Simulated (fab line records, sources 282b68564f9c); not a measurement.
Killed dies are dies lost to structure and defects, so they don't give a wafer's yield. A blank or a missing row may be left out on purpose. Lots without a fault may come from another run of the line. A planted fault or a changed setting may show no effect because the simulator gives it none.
fab line records | flow rit_cmos
record lots=15 wafers=45 last_day=8
route steps=202 shown WELLDRIVE@50 NWELL@51 PWELL@52 M1@202
lots that met no fault: from a run of the same line without faults
start_h: hours from the record's first day to the start of the lot's first wafer shown | wait_h: hours since the lot's step before | " the same as in the row above | L1.1+2: a row that stands for several wafers | - no value, or no start given | * or withheld: withheld | < > ~ a bound
route shown NAME@n: a module of which the file shows steps, and the number in the route of the first | usual: mean/standard deviation of fault-free wafers | same: alike in all rows | chamber/n: place in a boat | sites: the reading at each site | _std_site: their standard deviation | _edge_site: outer sites' mean less inner sites' | radius_mm: how far each site lies from the wafer's centre | mask NAME#n: copy n | behind: the tool/chamber that last shaped the wafer | hold: why the lot was held/for how many hours/how that ended | device: the transistor (n, p or np) that didn't switch | end of line: the same wafers' tests at the end of the route | a step without rows: its recipe alone | killed: dies lost to structure and defects at the first sort, not the wafer's yield | map: a wafer's dies, x killed, . not, _ none there
set.NAME: the setting as run; set.NAME@STEP: as run at that earlier step | model.NAME: the simulator's own value behind a step, which no gauge read
steps of the route over a sample of lots; a table a step, a row a wafer
services: from which hour (start_h, from the record's first day; less than 0 if before it) a tool's chamber was out of use, for how many hours, and why
## steps
# step RIT_WELLDRIVE_ANNEAL_00
# recipe temp_c=1100 time_s=14700 ambient=N2
# usual spike_tc_centre_C=1101.8/1.5 zone_power_centre_pct=53/6.4 zone_power_source_pct=42.1/0.83
# columns lot.wafer tool chamber start_h wait_h spike_tc_centre_C zone_power_centre_pct zone_power_source_pct
L212.1 furnace-04 0 31.96 0.4 1099.6 63 42.9
L212.2 " 0 " " 1100.8 63 42.9
L212.6 " 0 " " 1099.7 63 43.5
L214.1 furnace-01 0 38.02 1.4 1101.6 56 41.2
L214.4 " 0 " " 1102.5 57 41.2
L214.5 " 0 " " 1104.3 56 42.1
L216.1 furnace-01 0 51.68 0.6 1101.7 56 41.9
L216.2 " 0 " " 1101.6 56 41.6
L216.6 " 0 " " 1100.0 56 41.0
L219.3 furnace-03 0 59.26 0.3 1103.2 45 42.9
L219.4 " 0 " " 1103.1 44 43.3
L219.5 " 0 " " 1105.8 44 42.4
L220.2 furnace-03 0 64.76 0.0 1102.4 45 42.8
L220.3 " 0 " " 1101.6 45 41.7
L220.4 " 0 " " 1101.3 45 42.5
L221.1 furnace-01 0 67.68 0.1 1103.2 55 41.5
L221.5 " 0 " " 1098.8 56 40.8
L221.6 " 0 " " 1101.9 56 41.2
L222.1 furnace-01 0 73.88 0.1 1102.2 55 41.8
L222.2 " 0 " " 1101.8 56 41.6
L222.6 " 0 " " 1099.8 55 41.0
L223.2 furnace-01 0 79.39 0.0 1100.9 56 41.5
L223.5 " 0 " " 1100.4 55 41.3
L223.6 " 0 " " 1101.2 55 41.3
L224.3 furnace-01 0 84.72 0.4 1101.1 56 41.3
L224.4 " 0 " " 1100.7 56 41.9
L224.5 " 0 " " 1101.3 56 40.8
L225.4 furnace-01 0 89.80 0.4 1100.7 56 41.4
L225.5 " 0 " " 1101.4 56 41.5
L225.6 " 0 " " 1101.4 56 40.6
L226.1 furnace-01 0 95.46 0.1 1065.3 36 44.9
L226.2 " 0 " " 1069.0 36 44.8
L226.6 " 0 " " 1063.8 36 44.6
L228.2 furnace-01 0 104.37 0.0 1065.6 36 44.8
L228.3 " 0 " " 1065.2 35 44.4
L228.5 " 0 " " 1065.3 36 45.1
L229.2 furnace-04 0 110.02 0.2 1099.5 63 42.9
L229.5 " 0 " " 1099.5 63 42.7
L229.6 " 0 " " 1099.4 62 43.2
L230.1 furnace-01 0 114.48 1.2 1066.2 36 44.0
L230.4 " 0 " " 1065.2 36 45.2
L230.6 " 0 " " 1065.7 37 45.2
L235.1 furnace-04 0 147.05 1.2 1101.2 64 43.7
L235.4 " 0 " " 1100.1 63 43.0
L235.6 " 0 " " 1100.3 63 42.6
# step RIT_WELLDRIVE_RS_MEAS_01
# recipe thk_meas_gauge=four-point-probe
# usual NWELL_RS=275.9/0.72
# columns lot.wafer tool chamber start_h wait_h NWELL_RS[ohm/sq]
L212.1 film_metro-04 - 37.04 0.0 275.2
L212.2 " - " " 275.6
L212.6 " - " " 276.1
L214.1 film_metro-04 - 43.10 0.0 276.0
L214.4 " - " " 276.4
L214.5 " - " " 276.4
L216.1 film_metro-03 - 56.76 0.0 274.2
L216.2 " - " " 274.8
L216.6 " - " " 274.3
L219.3 film_metro-02 - 64.38 0.0 276.2
L219.4 " - " " 275.4
L219.5 " - " " 275.8
L220.2 film_metro-02 - 69.86 0.0 276.4
L220.3 " - " " 275.5
L220.4 " - " " 276.0
L221.1 film_metro-02 - 72.76 0.0 276.1
L221.5 " - " " 275.7
L221.6 " - " " 277.0
L222.1 film_metro-02 - 78.97 0.0 275.8
L222.2 " - " " 276.2
L222.6 " - " " 276.8
L223.2 film_metro-04 - 84.49 0.0 275.1
L223.5 " - " " 274.9
L223.6 " - " " 275.1
L224.3 film_metro-02 - 89.84 0.0 276.6
L224.4 " - " " 276.1
L224.5 " - " " 275.7
L225.4 film_metro-02 - 94.95 0.1 275.9
L225.5 " - " " 275.4
L225.6 " - " " 276.1
L226.1 film_metro-02 - 100.55 0.0 277.9
L226.2 " - " " 280.4
L226.6 " - " " 293.4
L228.2 film_metro-04 - 109.47 0.0 300.3
L228.3 " - " " 301.4
L228.5 " - " " 300.5
L229.2 film_metro-03 - 115.12 0.0 275.8
L229.5 " - " " 275.5
L229.6 " - " " 275.8
L230.1 film_metro-03 - 119.57 0.0 293.6
L230.4 " - " " 282.4
L230.6 " - " " 279.0
L235.1 film_metro-04 - 152.14 0.0 277.7
L235.4 " - " " 276.9
L235.6 " - " " 276.4
# step RIT_WELLDRIVE_RS_MEAS_02
# recipe thk_meas_gauge=four-point-probe
# usual PWELL_RS=429.9/1.4
# columns lot.wafer tool chamber start_h wait_h PWELL_RS[ohm/sq]
L212.1 film_metro-04 - 37.16 0.1 430.7
L212.2 " - " " 429.8
L212.6 " - " " 429.9
L214.1 film_metro-04 - 43.22 0.1 430.2
L214.4 " - " " 428.8
L214.5 " - " " 429.7
L216.1 film_metro-03 - 56.88 0.1 428.5
L216.2 " - " " 429.3
L216.6 " - " " 429.6
L219.3 film_metro-02 - 64.50 0.1 430.4
L219.4 " - " " 430.8
L219.5 " - " " 430.1
L220.2 film_metro-02 - 69.98 0.1 433.7
L220.3 " - " " 432.3
L220.4 " - " " 431.9
L221.1 film_metro-02 - 72.88 0.1 430.8
L221.5 " - " " 429.4
L221.6 " - " " 431.1
L222.1 film_metro-02 - 79.09 0.1 429.3
L222.2 " - " " 429.2
L222.6 " - " " 428.7
L223.2 film_metro-04 - 84.61 0.1 429.3
L223.5 " - " " 429.3
L223.6 " - " " 431.1
L224.3 film_metro-02 - 89.96 0.1 429.4
L224.4 " - " " 428.3
L224.5 " - " " 428.1
L225.4 film_metro-02 - 95.07 0.1 429.7
L225.5 " - " " 428.6
L225.6 " - " " 430.3
L226.1 film_metro-02 - 100.67 0.1 432.8
L226.2 " - " " 435.0
L226.6 " - " " 448.4
L228.2 film_metro-04 - 109.59 0.1 453.8
L228.3 " - " " 456.0
L228.5 " - " " 455.9
L229.2 film_metro-03 - 115.24 0.1 427.2
L229.5 " - " " 428.5
L229.6 " - " " 427.7
L230.1 film_metro-03 - 119.69 0.1 451.0
L230.4 " - " " 440.2
L230.6 " - " " 434.9
L235.1 film_metro-04 - 152.26 0.1 429.4
L235.4 " - " " 428.0
L235.6 " - " " 428.2
# step RIT_M1_PROBE_99
# usual killed_at_contacts=0.0/0.2 killed_at_front_end=7/3 killed_dies=7/3 killed_open=3.4/1.8 killed_short=3.8/2.1
# same gross_dies=264 killed_at_M0_to_M3=0 killed_at_M4_up=0 killed_at_back_side=0 killed_at_other=0
# columns lot.wafer tool chamber start_h wait_h killed_at_contacts killed_at_front_end killed_dies killed_open killed_short
L229.2 prober-01 - 149.16 0.1 0 9 9 5 3
L229.5 prober-01 - 149.31 0.2 0 11 11 4 7
L229.6 prober-01 - 149.36 0.2 0 14 14 7 7
# killed by level:class
L229.2 GATE:geometric_particle:open=3 GATE:geometric_particle:short=2 FOX2:geometric_particle:short=1 REOX:geometric_particle:open=1 SILICIDE:geometric_particle:open=1 PSD:coat_microbubble_printed=1
L229.5 GATE:geometric_particle:short=3 GATE:geometric_particle:open=2 REOX:geometric_particle:short=2 FOX1:geometric_particle:open=1 SPACER:geometric_particle:open=1 SPACER:geometric_particle:short=1 SILICIDE:geometric_particle:short=1
L229.6 GATE:geometric_particle:open=3 FOX1:geometric_particle:short=2 FOX2:geometric_particle:short=2 GATE:geometric_particle:short=2 REOX:geometric_particle:open=2 FOX1:geometric_particle:open=1 FOX2:geometric_particle:open=1 REOX:geometric_particle:short=1
## services
# columns tool chamber start_h hours kind
furnace-01 - 14.88 3.8 pm
furnace-03 - 16.20 3.5 pm
furnace-03 - 19.74 6.5 pm
furnace-01 - 63.13 2.2 pm
furnace-03 - 133.39 4.1 pm
## key
first_sign step=RIT_WELLDRIVE_ANNEAL_00 reading=spike_tc_centre_C direction=down sigmas=24 usual=1101.8 struck=1065.7
effect step=RIT_WELLDRIVE_ANNEAL_00 reading=zone_power_source_pct direction=up sigmas=3.3 usual=42.1 struck=44.8
effect step=RIT_WELLDRIVE_RS_MEAS_01 reading=NWELL_RS direction=up sigmas=20 usual=275.9 struck=289.9
effect step=RIT_WELLDRIVE_RS_MEAS_02 reading=PWELL_RS direction=up sigmas=11 usual=429.9 struck=445.3
met_at RIT_WELLDRIVE_ANNEAL_00
struck_lots L226,L228,L230
tester_left_out L226,L228,L230
fault kind=process_parameter_drift tool=furnace-01 chamber=- onset_h=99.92 steps=RIT_WELLDRIVE_ANNEAL_00 channel=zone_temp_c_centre offset=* shape=step end_h=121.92
# tester_left_out: of these lots the tester's yield and bins aren't shown, on N5 and GAA mostly nor the transistor test; their killed dies are dies lost to structure and defects alone, not to doping, threshold or leakage, so they don't give the yield
